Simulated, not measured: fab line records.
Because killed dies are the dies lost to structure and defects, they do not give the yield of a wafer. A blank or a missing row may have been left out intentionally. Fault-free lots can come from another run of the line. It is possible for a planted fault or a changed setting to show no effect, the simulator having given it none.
Which tool was responsible?    flow berkeleyCmos170    39 wafers sampled from 13 lots at 1 step of a route of 331

## WHAT THE GAUGES READ, wafer by wafer
The record holds no reading of a measuring or inspecting step that can be judged against a usual standard deviation.

## WHAT TOOL EACH LOT RAN ON (gives the tool, then ch and the chambers of the sampled wafers, and finally the start)
lot   UCB170_NLDD_STRIP_10
L189  plasmaAsher-01 ch 0,1, day 7 07:21
L191  plasmaAsher-03 ch 0,1, day 7 19:59
L192  plasmaAsher-01 ch 0,1, day 8 06:30
L196  plasmaAsher-04 ch 0,1, day 8 22:33
L195  plasmaAsher-01 ch 0,1, day 8 22:42
L194  plasmaAsher-03 ch 0,1, day 8 22:55
L197  plasmaAsher-04 ch 0, day 8 23:02
L199  plasmaAsher-04 ch 0, day 9 18:29
L201  plasmaAsher-03 ch 0,1, day 10 13:47
L208  plasmaAsher-01 ch 0,1, day 11 23:46
L210  plasmaAsher-04 ch 0,1, day 13 11:55
L211  plasmaAsher-01 ch 0,1, day 13 11:59
L212  plasmaAsher-03 ch 0,1, day 13 20:17
- UCB170_NLDD_STRIP_10: strips in O2.

## WHAT THE TOOLS THEMSELVES READ (means of the sampled wafers that have a number; where no wafer has one, the mark that the record gives instead)
UCB170_NLDD_STRIP_10.
lot   tool            drypumpMotorCurrentA (A)  o2FlowSccm (sccm)  oesProductAu (a.u.)  stripTimeToEndpointS (s)
L189  plasmaAsher-01  5.8                       399.6              0.730                21.66
L191  plasmaAsher-03  5.9                       400.8              0.735                21.66
L192  plasmaAsher-01  6.0                       400.6              0.733                21.58
L196  plasmaAsher-04  5.7                       399.9              0.734                21.60
L195  plasmaAsher-01  6.0                       399.4              0.731                21.55
L194  plasmaAsher-03  6.1                       399.5              0.736                21.53
L197  plasmaAsher-04  6.0                       399.2              0.737                21.59
L199  plasmaAsher-04  6.0                       199.9              0.672                24.66
L201  plasmaAsher-03  6.0                       399.8              0.740                21.68
L208  plasmaAsher-01  6.0                       401.0              0.731                21.62
L210  plasmaAsher-04  5.7                       399.5              0.734                21.64
L211  plasmaAsher-01  5.8                       398.4              0.731                21.56
L212  plasmaAsher-03  6.2                       398.7              0.735                21.65

## THE ANSWER, worked out from the rows above alone
Rule: the lots themselves supply what counts as usual. Put in order of their means at a reading, lots are off if they are a third of the lots or fewer, leave a main group of 4 or more, and stand apart from it by a gap of 3 or more times the standard deviation of the main group's means; of several such gaps the widest counts. A main group is skipped when, at the precision printed for the reading in the tables above, its means are all equal. Also off: a lot with no number at a reading for which 4 or more lots have one. Where the step has rows for the other lots, those lots are counted as sound. The gauges are gone through in route order, then the tools' own readings, and for those a lot's mean is taken as printed above. The first step at which some lot is off is used, and at that step the reading that is off furthest; a lot without a number counts as furthest.
Off, at UCB170_NLDD_STRIP_10 on o2FlowSccm: L199. The main group: mean 399.7 sccm, standard deviation 0.76.
If a tool, at that step or one of the process steps before it, ran each lot that is off and ran no sound lot following the first of them, it fits. Not one of the candidates tried fits.

## WHAT HAD BEEN PUT IN BY THE SIMULATOR
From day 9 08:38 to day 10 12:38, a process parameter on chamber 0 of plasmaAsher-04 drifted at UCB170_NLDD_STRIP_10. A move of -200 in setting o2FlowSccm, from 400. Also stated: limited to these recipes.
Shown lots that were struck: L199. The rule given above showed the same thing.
